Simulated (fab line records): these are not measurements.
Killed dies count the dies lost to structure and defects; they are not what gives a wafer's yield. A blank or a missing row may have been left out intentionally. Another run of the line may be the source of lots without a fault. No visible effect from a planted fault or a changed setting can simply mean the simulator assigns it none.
Which tool is to blame?	flow rit cmos	Sampling: 13 lots, 39 wafers, 2 of 202 route steps

== WHAT THE GAUGES READ, wafer by wafer ==
RIT_GATE_CD_MEAS_16: the cd target is 150 nm. Usual: cd nm 149.3 nm, standard deviation 2.1.
lot	measured	on	cd nm (nm)	flag
L296	day 2 15:07	cd sem-02	151.6 152.2 151.2	
L297	day 2 22:21	cd sem-02	146.3 147.5 147.0	
L298	day 3 04:08	cd sem-01	148.0 150.2 148.6	
L299	day 3 07:38	cd sem-01	167.2 164.6 164.5	OFF
L308	day 5 05:08	cd sem-02	150.4 148.9 149.2	
L309	day 5 10:41	cd sem-02	153.7 152.7 153.7	
L310	day 5 14:38	cd sem-02	149.7 149.6 149.8	
L311	day 5 22:00	cd sem-02	150.6 152.2 148.2	
L312	day 6 00:07	cd sem-02	151.0 151.3 152.9	
L313	day 6 05:53	cd sem-02	149.9 148.1 148.6	
L314	day 6 08:53	cd sem-01	153.3 150.1 151.5	
L317	day 6 23:08	cd sem-01	146.3 147.3 149.1	
L319	day 7 12:05	cd sem-01	148.2 147.3 147.1	

== EACH LOT AND THE TOOL THAT RAN IT (in order: tool; ch and the chambers of the sampled wafers; start) ==
lot	RIT_GATE_EXPOSE_13
L296	iline stepper-01 ch 0, day 2 14:43
L297	iline stepper-02 ch 0, day 2 21:57
L298	iline stepper-02 ch 0, day 3 03:42
L299	iline stepper-01 ch 0, day 3 07:14
L308	iline stepper-01 ch 0, day 5 04:44
L309	iline stepper-01 ch 0, day 5 10:17
L310	iline stepper-01 ch 0, day 5 14:14
L311	iline stepper-02 ch 0, day 5 21:29
L312	iline stepper-01 ch 0, day 5 23:43
L313	iline stepper-01 ch 0, day 6 05:29
L314	iline stepper-02 ch 0, day 6 08:29
L317	iline stepper-02 ch 0, day 6 22:44
L319	iline stepper-02 ch 0, day 7 11:41
- RIT_GATE_EXPOSE_13: exposes mask M6, target cd 150 nm.

== WHAT THE TOOLS THEMSELVES READ (means of the sampled wafers that have a number; where no wafer has one, the mark that the record gives instead) ==
RIT_GATE_EXPOSE_13. Usual: reticle temp C 22.98 C, standard deviation 0.11; stage vel mm s 500.01 mm/s, standard deviation 0.24.
lot	tool	reticle temp C (C)	stage vel mm s (mm/s)	flag
L296	iline stepper-01	23.02	499.87	
L297	iline stepper-02	23.07	500.17	
L298	iline stepper-02	23.07	500.07	
L299	iline stepper-01	22.90	499.75	
L308	iline stepper-01	22.90	499.71	
L309	iline stepper-01	22.98	500.11	
L310	iline stepper-01	22.89	500.11	
L311	iline stepper-02	23.07	500.01	
L312	iline stepper-01	22.99	500.01	
L313	iline stepper-01	23.19	500.14	
L314	iline stepper-02	22.92	499.81	
L317	iline stepper-02	23.07	499.90	
L319	iline stepper-02	22.97	500.03	

== THE ANSWER, worked out from the rows above alone ==
Rule: take the mean of a lot's wafers that have a number; if it is more than 3 standard deviations from the usual mean, the lot is off. Also off: a lot with no number at a reading for which 4 or more lots have one. Any other lot the step has rows for is counted as sound. First the gauges in route order, then the tools' own readings, where a lot's mean is used as printed above. The first step at which some lot is off is used, and at that step the reading that is off furthest; a lot without a number counts as furthest.
Off at RIT_GATE_CD_MEAS_16 (cd nm): L299.
A tool fits if, at a process step before that reading, it ran every lot that is off, and no sound lot after the first of them. Those tools and the gauges at RIT_GATE_CD_MEAS_16 are tried in the same way. Of those tried, none fits.

== WHAT HAD BEEN PUT IN BY THE SIMULATOR ==
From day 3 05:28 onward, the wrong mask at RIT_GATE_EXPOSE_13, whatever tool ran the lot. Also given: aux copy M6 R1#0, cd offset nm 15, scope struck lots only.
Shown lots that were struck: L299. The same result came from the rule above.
